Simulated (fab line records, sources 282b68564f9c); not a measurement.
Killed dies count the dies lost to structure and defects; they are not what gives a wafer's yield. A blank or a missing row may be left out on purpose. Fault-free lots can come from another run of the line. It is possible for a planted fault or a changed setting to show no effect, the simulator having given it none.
fab line records	flow rit_cmos
record: lots: 14	wafers: 42	last_day: 7
route steps=202 shown PWELL@49 CONTACT@179 M1@198
lots that met no fault: taken from a fault-free run of the same line
start_h: hours from the record's first day to the start of the lot's first wafer shown	wait_h: hours since the lot's step before	" as in the row above	L1.1+2: one row covering several wafers at once	- no value, or no start given	* or withheld: withheld	< > ~ a bound
route shown NAME@n: NAME is a module with steps in the file, n the number in the route of the first one	usual: average and standard deviation across the fault-free wafers	same: alike in all rows	chamber/n: place in a boat	sites: each site's reading	_std_site: the standard deviation of these	_edge_site: mean of outer sites minus mean of inner sites	radius_mm: how far each site lies from the wafer's centre	mask NAME#n: copy n	behind: tool/chamber where the wafer was last shaped	hold: cause of the lot's hold/its duration in hours/its outcome	device: the transistor (n, p or np) that didn't switch	end of line: tests run on the same wafers once the route is complete	a step without rows: its recipe alone	killed: the dies lost at the first sort to structure and to defects; this is not the yield of the wafer	map: dies across one wafer; x = killed, . = not, _ = none there
set.NAME: the run value of the setting; set.NAME@STEP: its run value at that earlier step	model.NAME: the simulator's own value behind a step, which no gauge read
the route's steps for a sample of lots (tables are steps, rows are wafers)
services: the hour from which a tool's chamber was out of use, counted from the record's first day as start_h (under 0 if before that day), plus the number of hours and why
== steps ==
step: RIT_PWELL_TW_MEAS_10
usual: PWELL_TW: 950/9.8
lot.wafer	tool	chamber	start_h	wait_h	PWELL_TW
L451.1	film_metro-01	-	23.94	0.1	936
L451.2	"	-	"	"	939
L451.4	"	-	"	"	938
L452.1	film_metro-03	-	28.31	0.1	951
L452.2	"	-	"	"	956
L452.5	"	-	"	"	952
L453.2	film_metro-04	-	33.42	0.1	961
L453.4	"	-	"	"	962
L453.6	"	-	"	"	961
L454.1	film_metro-04	-	39.43	0.1	965
L454.3	"	-	"	"	963
L454.6	"	-	"	"	960
L457.1	film_metro-01	-	55.57	0.1	939
L457.3	"	-	"	"	931
L457.5	"	-	"	"	933
L460.3	film_metro-03	-	69.74	0.1	946
L460.4	"	-	"	"	950
L460.5	"	-	"	"	951
L462.1	film_metro-04	-	79.15	0.1	963
L462.3	"	-	"	"	963
L462.6	"	-	"	"	961
L463.2	film_metro-04	-	84.18	0.1	962
L463.3	"	-	"	"	957
L463.4	"	-	"	"	963
L465.3	film_metro-03	-	96.04	0.1	945
L465.4	"	-	"	"	949
L465.5	"	-	"	"	946
L468.1	film_metro-03	-	109.61	0.1	951
L468.3	"	-	"	"	950
L468.4	"	-	"	"	949
L470.1	film_metro-03	-	119.45	0.1	943
L470.5	"	-	"	"	943
L470.6	"	-	"	"	948
L471.1	film_metro-01	-	124.38	0.1	941
L471.3	"	-	"	"	941
L471.6	"	-	"	"	940
L472.1	film_metro-03	-	128.05	0.1	943
L472.3	"	-	"	"	944
L472.4	"	-	"	"	946
L474.2	film_metro-03	-	137.99	0.1	944
L474.3	"	-	"	"	952
L474.5	"	-	"	"	953
step: RIT_WELLDRIVE_RS_MEAS_02
recipe: thk_meas_gauge: four-point-probe
usual: PWELL_RS: 434.5/1.4
lot.wafer	tool	chamber	start_h	wait_h	PWELL_RS[ohm/sq]
L451.1	film_metro-03	-	29.27	0.1	433.6
L451.2	"	-	"	"	434.4
L451.4	"	-	"	"	433.2
L452.1	film_metro-03	-	34.35	0.1	432.5
L452.2	"	-	"	"	434.4
L452.5	"	-	"	"	433.4
L453.2	film_metro-03	-	39.46	0.1	435.7
L453.4	"	-	"	"	433.9
L453.6	"	-	"	"	433.6
L454.1	film_metro-04	-	45.30	0.1	435.2
L454.3	"	-	"	"	435.6
L454.6	"	-	"	"	435.9
L457.1	film_metro-01	-	63.17	0.1	433.4
L457.3	"	-	"	"	435.3
L457.5	"	-	"	"	433.4
L460.3	film_metro-01	-	75.59	0.1	434.3
L460.4	"	-	"	"	434.1
L460.5	"	-	"	"	432.6
L462.1	film_metro-03	-	85.24	0.1	433.0
L462.3	"	-	"	"	434.2
L462.6	"	-	"	"	433.3
L463.2	film_metro-01	-	89.62	0.1	434.6
L463.3	"	-	"	"	435.4
L463.4	"	-	"	"	435.1
L465.3	film_metro-01	-	101.32	0.1	435.0
L465.4	"	-	"	"	435.6
L465.5	"	-	"	"	435.4
L468.1	film_metro-04	-	114.87	0.1	435.0
L468.3	"	-	"	"	436.1
L468.4	"	-	"	"	434.1
L470.1	film_metro-01	-	125.10	0.1	434.6
L470.5	"	-	"	"	433.6
L470.6	"	-	"	"	433.4
L471.1	film_metro-01	-	130.19	0.1	432.9
L471.3	"	-	"	"	434.0
L471.6	"	-	"	"	433.5
L472.1	film_metro-03	-	133.31	0.1	437.5
L472.3	"	-	"	"	436.4
L472.4	"	-	"	"	437.0
L474.2	film_metro-03	-	144.58	0.1	434.8
L474.3	"	-	"	"	435.2
L474.5	"	-	"	"	433.6
step: RIT_CONTACT_ETCH_11
recipe: target_depth_a: 4800	over_etch_frac: 0.2	stop_on: TiSi2	chemistry: CHF3/CF4/Ar	target: SiO2	CHF3_flow_sccm: 50	cf4_flow_sccm: 10	Ar_flow_sccm: 100	O2_flow_sccm: 5	pressure_mtorr: 100	rf_w: 200	time_s: 320
usual: drypump_motor_current_A: 5.8/0.49	oes_product_au: 0.992/0.011	throttle_valve_pct: 8.94/0.12
same: over_etch_frac: 0.2
lot.wafer	tool	chamber	start_h	wait_h	drypump_motor_current_A	oes_product_au	rf_hours_counter_h	throttle_valve_pct
L451.1	rie_diel-04	0	55.11	0.1	6.4	1.000	39	9.02
L451.2	"	2	"	"	5.0	0.998	7	8.91
L451.4	"	3	"	"	6.0	0.988	97	9.15
L452.1	rie_diel-03	1	61.03	0.1	6.1	0.979	126	9.02
L452.2	"	3	"	"	6.0	0.995	1	8.84
L452.5	"	3	"	"	6.0	0.989	-	8.85
L453.2	rie_diel-04	1	64.61	0.1	5.8	0.993	100	8.85
L453.4	"	3	"	"	6.0	0.987	98	9.15
L453.6	"	2	"	"	5.0	0.997	-	8.89
L454.1	rie_diel-01	1	73.36	0.1	5.0	0.986	48	8.86
L454.3	"	0	"	"	6.5	1.012	5	8.80
L454.6	"	0	"	"	6.5	1.003	-	8.79
L457.1	rie_diel-03	0	88.57	0.1	5.7	0.965	138	8.95
L457.3	"	1	"	"	6.2	0.972	126	9.02
L457.5	"	3	"	"	6.0	0.986	-	8.85
L460.3	rie_diel-01	0	103.38	0.1	6.5	1.001	6	8.78
L460.4	"	2	"	"	6.1	0.991	48	8.97
L460.5	"	3	"	"	5.7	0.992	-	9.02
L462.1	rie_diel-03	2	110.25	0.1	5.7	0.999	160	8.74
L462.3	"	3	"	"	6.0	0.987	2	8.84
L462.6	"	3	"	"	6.0	0.988	-	8.85
L463.2	rie_diel-01	2	114.37	0.1	6.1	0.973	48	8.95
L463.3	"	0	"	"	6.4	1.003	6	8.79
L463.4	"	3	"	"	5.7	0.984	8	9.01
L465.3	rie_diel-01	2	126.97	0.1	6.1	0.981	49	8.96
L465.4	"	1	"	"	5.0	0.992	49	8.88
L465.5	"	1	"	"	5.0	0.986	-	8.87
L468.1	rie_diel-04	0	138.53	0.1	6.4	1.004	41	9.02
L468.3	"	1	"	"	5.8	0.997	102	8.85
L468.4	"	3	"	"	6.0	0.984	100	9.15
L471.1	rie_diel-04	1	153.61	0.1	5.8	0.987	102	8.83
L471.3	"	0	"	"	6.4	0.993	41	8.99
L471.6	"	0	"	"	6.4	1.010	-	9.01
L470.1	rie_diel-03	0	154.08	0.1	5.7	0.961	139	8.96
L470.5	"	2	"	"	5.7	0.976	-	8.73
L470.6	"	3	"	"	6.0	0.995	-	8.85
L472.1	rie_diel-04	2	160.17	0.1	5.0	0.995	9	8.92
L472.3	"	3	"	"	6.0	0.984	100	9.15
L472.4	"	1	"	"	5.7	0.989	102	8.84
L474.2	rie_diel-04	2	169.56	0.1	5.0	0.991	10	8.91
L474.3	"	1	"	"	5.7	1.000	102	8.82
L474.5	"	2	"	"	5.0	1.008	-	8.90
step: RIT_M1_STRIP_14
recipe: chemistry: O2	time_s: 180	platen_temp_c: withheld	power_w: 500	pressure_mtorr: 4000	o2_flow_sccm: 4000
usual: drypump_motor_current_A: 5.9/0.4	o2_flow_sccm: 4001/11
lot.wafer	tool	chamber	start_h	wait_h	drypump_motor_current_A	o2_flow_sccm	rf_hours_counter_h
L451.1	plasma_asher-01	1	58.21	0.0	5.6	4013	40
L451.2	"	0	"	"	6.0	3993	40
L451.4	"	1	"	"	5.6	4020	-
L452.1	plasma_asher-01	0	63.98	0.0	6.0	3989	40
L452.2	"	1	"	"	5.6	4009	40
L452.5	"	0	"	"	6.1	3985	-
L453.2	plasma_asher-03	1	67.76	0.0	5.6	3967	44
L453.4	"	0	"	"	5.5	3995	-
L453.6	"	1	"	"	5.6	4000	-
L454.1	plasma_asher-03	1	76.34	0.0	5.6	3982	45
L454.3	"	1	"	"	5.6	4006	-
L454.6	"	0	"	"	5.5	4007	-
L457.1	plasma_asher-02	1	91.51	0.0	6.0	4016	44
L457.3	"	1	"	"	6.0	4005	-
L457.5	"	0	"	"	6.8	4006	-
L460.3	plasma_asher-03	0	106.50	0.1	5.5	4003	-
L460.4	"	1	"	"	5.6	4002	-
L460.5	"	1	"	"	5.6	3987	-
L462.1	plasma_asher-02	1	113.33	0.0	6.1	4013	46
L462.3	"	0	"	"	6.8	4005	-
L462.6	"	1	"	"	6.1	4021	-
L463.3	plasma_asher-02	1	117.38	0.1	6.1	3974	-
L463.4	"	0	"	"	6.7	3991	-
L465.4	plasma_asher-03	0	130.10	0.1	5.5	3998	-
L465.5	"	1	"	"	5.6	3990	-
L468.1	plasma_asher-02	1	142.18	0.0	6.0	4003	49
L468.3	"	1	"	"	6.1	4001	-
L468.4	"	0	"	"	6.8	4011	-
L471.1	plasma_asher-01	0	156.57	0.0	6.0	3992	4
L471.3	"	0	"	"	6.0	4001	-
L471.6	"	1	"	"	5.6	3991	-
L470.1	plasma_asher-03	0	157.28	0.0	5.5	4000	55
L470.5	"	1	"	"	5.6	3987	-
L470.6	"	0	"	"	5.5	3992	-
L472.1	plasma_asher-01	0	163.14	0.0	6.0	4003	5
L472.3	"	1	"	"	5.6	4006	-
L472.4	"	0	"	"	6.0	4005	-
L474.2	plasma_asher-01	1	172.50	0.0	5.6	3997	6
L474.3	"	1	"	"	5.6	4002	-
L474.5	"	0	"	"	6.0	4004	-
step: RIT_M1_PROBE_99
usual: killed_at_contacts: 0.1/0.35	killed_at_front_end: 6.9/2.8	killed_dies: 7.0/2.8	killed_on_rim: 1.8/1.3	killed_open: 3.4/2	killed_short: 3.5/2.1
same: gross_dies: 264	killed_at_M0_to_M3: 0	killed_at_M4_up: 0	killed_at_back_side: 0	killed_at_other: 0
lot.wafer	tool	chamber	start_h	wait_h	killed_at_contacts	killed_at_front_end	killed_dies	killed_on_rim	killed_open	killed_short
L452.1	prober-02	-	65.90	0.1	0	13	13	4	4	9
L452.2	prober-02	-	65.95	0.1	0	5	5	3	0	5
L452.5	prober-02	-	66.10	0.2	0	13	13	2	6	7
L460.3	prober-02	-	108.45	0.2	0	6	6	1	3	3
L460.4	prober-02	-	108.50	0.2	0	3	3	0	2	1
L460.5	prober-02	-	108.55	0.2	0	8	8	2	4	4
L462.3	prober-02	-	115.34	0.2	0	4	4	0	3	1
L463.2	prober-01	-	119.29	0.1	261	3	264	70	2	1
L463.3	prober-01	-	119.34	0.2	0	9	9	4	5	4
L463.4	prober-01	-	119.39	0.2	1	3	4	1	1	3
L465.3	prober-01	-	132.05	0.2	252	12	264	70	5	7
L465.4	prober-01	-	132.10	0.2	0	6	6	2	0	6
L465.5	prober-01	-	132.15	0.2	0	4	4	1	2	2
L468.1	prober-02	-	144.09	0.1	0	9	9	1	4	5
L468.3	prober-02	-	144.19	0.2	0	10	10	3	7	3
L468.4	prober-02	-	144.24	0.2	0	7	7	3	5	2
L470.1	prober-01	-	159.98	0.1	0	7	7	3	1	6
L470.5	prober-01	-	160.18	0.2	0	7	7	2	3	4
L470.6	prober-01	-	160.23	0.2	0	9	9	4	4	5
L472.1	prober-02	-	165.06	0.1	1	13	14	3	4	10
L472.3	prober-02	-	165.16	0.2	0	6	6	1	3	3
L472.4	prober-02	-	165.21	0.2	0	7	7	2	3	4
L474.2	prober-02	-	174.46	0.1	0	3	3	0	0	3
L474.3	prober-02	-	174.51	0.2	0	10	10	4	5	5
L474.5	prober-02	-	174.61	0.2	0	5	5	2	1	4
killed by level:class
L452.1 GATE:geometric_particle:short=4 GATE:geometric_particle:open=3 SPACER:geometric_particle:short=3 FOX1:geometric_particle:short=1 REOX:geometric_particle:short=1 SPACER:geometric_particle:open=1
L452.2 GATE:geometric_particle:short=2 SILICIDE:geometric_particle:short=2 FOX1:geometric_particle:short=1
L452.5 FOX1:geometric_particle:short=3 FOX1:geometric_particle:open=3 GATE:geometric_particle:open=2 GATE:geometric_particle:short=2 SPACER:geometric_particle:short=2 SPACER:geometric_particle:open=1
L460.3 GATE:geometric_particle:short=3 GATE:geometric_particle:open=1 REOX:geometric_particle:open=1 SPACER:geometric_particle:open=1
L460.4 GATE:geometric_particle:open=1 GATE:geometric_particle:short=1 SPACER:geometric_particle:open=1
L460.5 REOX:geometric_particle:open=3 GATE:geometric_particle:short=2 GATE:geometric_particle:open=1 REOX:geometric_particle:short=1 SPACER:geometric_particle:short=1
L462.3 FOX1:geometric_particle:short=1 FOX2:geometric_particle:open=1 SPACER:geometric_particle:open=1 SILICIDE:geometric_particle:open=1
L463.2 CONTACT:area_etch=261 ACTIVE:geometric_particle:open=1 FOX1:geometric_particle:short=1 REOX:geometric_particle:open=1
L463.3 GATE:geometric_particle:open=3 GATE:geometric_particle:short=2 REOX:geometric_particle:open=1 SPACER:geometric_particle:short=1 SPACER:geometric_particle:open=1 SILICIDE:geometric_particle:short=1
L463.4 FOX1:geometric_particle:open=1 GATE:geometric_particle:short=1 SPACER:geometric_particle:short=1 CONTACT:geometric_particle:short=1
L465.3 CONTACT:area_etch=252 FOX1:geometric_particle:open=3 GATE:geometric_particle:short=2 FOX1:geometric_particle:short=1 FOX2:geometric_particle:short=1 GATE:geometric_particle:open=1 REOX:geometric_particle:open=1 REOX:geometric_particle:short=1
L465.4 GATE:geometric_particle:short=5 SILICIDE:geometric_particle:short=1
L465.5 FOX1:geometric_particle:open=1 GATE:geometric_particle:open=1 GATE:geometric_particle:short=1 REOX:geometric_particle:short=1
L468.1 GATE:geometric_particle:short=4 FOX2:geometric_particle:open=2 GATE:geometric_particle:open=1 REOX:geometric_particle:open=1 REOX:geometric_particle:short=1
L468.3 GATE:geometric_particle:open=4 REOX:geometric_particle:open=2 SPACER:geometric_particle:short=2 GATE:geometric_particle:short=1 SPACER:geometric_particle:open=1
L468.4 GATE:geometric_particle:open=3 GATE:geometric_particle:short=1 REOX:geometric_particle:short=1 SPACER:geometric_particle:open=1 SILICIDE:geometric_particle:open=1
L470.1 GATE:geometric_particle:short=3 FOX1:geometric_particle:short=1 REOX:geometric_particle:short=1 SPACER:geometric_particle:open=1 SPACER:geometric_particle:short=1
L470.5 GATE:geometric_particle:open=3 FOX1:geometric_particle:short=2 GATE:geometric_particle:short=1 SPACER:geometric_particle:short=1
L470.6 GATE:geometric_particle:short=3 GATE:geometric_particle:open=3 FOX1:geometric_particle:short=1 FOX1:geometric_particle:open=1 REOX:geometric_particle:short=1
L472.1 SPACER:geometric_particle:short=4 GATE:geometric_particle:short=2 SILICIDE:geometric_particle:open=2 ACTIVE:geometric_particle:short=1 FOX1:geometric_particle:short=1 FOX2:geometric_particle:short=1 FOX2:geometric_particle:open=1 SPACER:geometric_particle:open=1
L472.3 REOX:geometric_particle:open=2 FOX2:geometric_particle:short=1 GATE:geometric_particle:open=1 REOX:geometric_particle:short=1 SILICIDE:geometric_particle:short=1
L472.4 GATE:geometric_particle:open=3 FOX1:geometric_particle:short=1 GATE:geometric_particle:short=1 SPACER:geometric_particle:short=1 SILICIDE:geometric_particle:short=1
L474.2 FOX1:geometric_particle:short=1 GATE:geometric_particle:short=1 SILICIDE:geometric_particle:short=1
L474.3 GATE:geometric_particle:short=3 GATE:geometric_particle:open=3 FOX1:geometric_particle:short=2 FOX1:geometric_particle:open=1 SILICIDE:geometric_particle:open=1
L474.5 GATE:geometric_particle:short=2 REOX:geometric_particle:short=2 FOX1:geometric_particle:open=1
== services ==
tool	chamber	start_h	hours	kind
plasma_asher-02	-	33.02	3.0	repair
plasma_asher-01	-	35.35	1.6	repair
rie_diel-04	0	57.62	2.5	repair
plasma_asher-03	-	62.49	0.7	repair
plasma_asher-01	-	108.75	9.0	pm
plasma_asher-01	0	108.75	9.0	vent_cycle
plasma_asher-01	1	108.75	9.0	vent_cycle
plasma_asher-01	0	117.75	-	clean
plasma_asher-01	1	117.75	-	clean
rie_diel-03	2	122.40	5.3	repair
plasma_asher-02	-	123.99	3.4	repair
rie_diel-03	2	127.72	-	clean
rie_diel-03	2	127.72	18.9	scheduled_down
rie_diel-03	2	127.72	18.9	vent_cycle
plasma_asher-02	-	144.26	7.2	repair
rie_diel-04	3	145.27	2.7	repair
== key ==
first_sign: step: RIT_M1_PROBE_99	reading: killed_at_contacts	direction: up	sigmas: 99+	usual: 0.1	struck: 256.5
effect: step: RIT_M1_PROBE_99	reading: killed_dies	direction: up	sigmas: 91	usual: 7.0	struck: 264
more_kills_born_at: RIT_CONTACT_ETCH_11@rie_diel-01: 513
met_at RIT_CONTACT_ETCH_11
struck_lots L463,L465
struck_wafers L463.2,L465.3
later_rows_left_out L463.2,L465.3
tester_left_out L463,L465
not_acting_at RIT_PWELL_TW_MEAS_10,RIT_WELLDRIVE_RS_MEAS_02,RIT_M1_STRIP_14
onset_between 103.38 114.37
fault: kind: process_parameter_drift	tool: rie_diel-01	chamber: 2	onset_h: 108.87	steps: RIT_CONTACT_ETCH_11	channel: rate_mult	offset: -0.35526	shape: step	end_h: 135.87
tester_left_out: of these lots the tester's yield and bins aren't shown, on N5 and GAA mostly nor the transistor test; their killed dies are dies lost to structure and defects alone, not to doping, threshold or leakage, so they don't give the yield
later_rows_left_out: the simulator's readings of these wafers behind a module that went badly wrong aren't trusted and aren't shown, but for the sort
